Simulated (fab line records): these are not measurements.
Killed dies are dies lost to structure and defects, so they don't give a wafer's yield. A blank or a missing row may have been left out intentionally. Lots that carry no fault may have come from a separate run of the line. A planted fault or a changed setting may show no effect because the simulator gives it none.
8D (eight disciplines) problem report, filled in by code / flow rit_cmos / the parts of the form that need people (team, actions taken, sign-off) are left out

## 1. THE PROBLEM
Mean of run_length_s at RIT_SPACER_ETCHBACK_05: 364.7 s across 9 wafers in 3 lots; on wafers with no fault it is 268.3 s (standard deviation 0.38). So: +99 or more standard deviations from the usual mean.
The step: etches Si3N4 in SF6/CHF3, stops on SiO2, target depth 250 nm, time 240 s.
First observed at day 6 08:16: wafer L202.1, on rie_diel-03. At this step, 45 wafers from 15 lots have a number in the record. Rule for "out", or "out of limits": more than 4 standard deviations from the usual mean. All remaining wafers that have a number are taken as sound.

## 2. WHAT IT IS AND WHAT IT IS NOT
question=which readings at this step | is=run_length_s, oes_product_au | is not=drypump_motor_current_A, throttle_valve_pct
question=which lots | is=L202, L204, L207 | is not=L191, L193, L194, L195, L196, L199, L200, L201, L203, L205, L212, L213
question=which wafers of those lots | is=all that have a number | is not=-
question=read on which tools | is=rie_diel-03 | is not=rie_diel-01, rie_diel-04
question=when | is=from day 6 08:16 | is not=up to then (27 sound wafers); but 9 sound wafers of L205, L212, L213 came after

## 3. SUSPECTS, AND WHAT RULES EACH OUT
Counting: a tool stays on the suspect list if, at a process step up to the reading, it processed all lots that are out and no sound lot following the first of them.
- rie_diel-03 at RIT_SPACER_ETCHBACK_05 (etches Si3N4 in SF6/CHF3, stops on SiO2, target depth 250 nm, time 240 s): kept. It ran every lot that is out, first L202 (day 6 08:16), and no sound lot after that; its last sound lot up to then is L199 (day 6 02:19). Out on those wafers are its own readings of oes_product_au, run_length_s.
After counting, what remains is rie_diel-03 at RIT_SPACER_ETCHBACK_05.

## 4. THE CAUSE (what the simulator had put in)
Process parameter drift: rie_diel-03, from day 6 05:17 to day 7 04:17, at RIT_SPACER_ETCHBACK_05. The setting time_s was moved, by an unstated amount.
The count eliminated every tool but this one.

## 5. SEQUENCE OF EFFECTS, ordered by route
Rows list readings where the struck wafers' mean (over those with a number) sits beyond 3 standard deviations from the usual. Readings are gone through only where the record gives a usual standard deviation; hours: the median, over the lots, of the time from a lot's start at the first step in this table giving one to that lot's start at this step; sigmas: the change measured in usual standard deviations.
hours=0; step=RIT_SPACER_ETCHBACK_05; reading=oes_product_au; usual=0.835 a.u.; on struck wafers=0.665; change=-0.170; sigmas=-14
hours=0; step=RIT_SPACER_ETCHBACK_05; reading=run_length_s; usual=268.3 s; on struck wafers=364.7; change=+96.4; sigmas=+99 or more
Process steps it contains:
- RIT_SPACER_ETCHBACK_05: etches Si3N4 in SF6/CHF3, stops on SiO2, target depth 250 nm, time 240 s.

## 6. WHAT WOULD HAVE CAUGHT IT SOONER
The fault began at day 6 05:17; the first out-of-limits reading in this record came at day 6 08:16, 3 hours later.
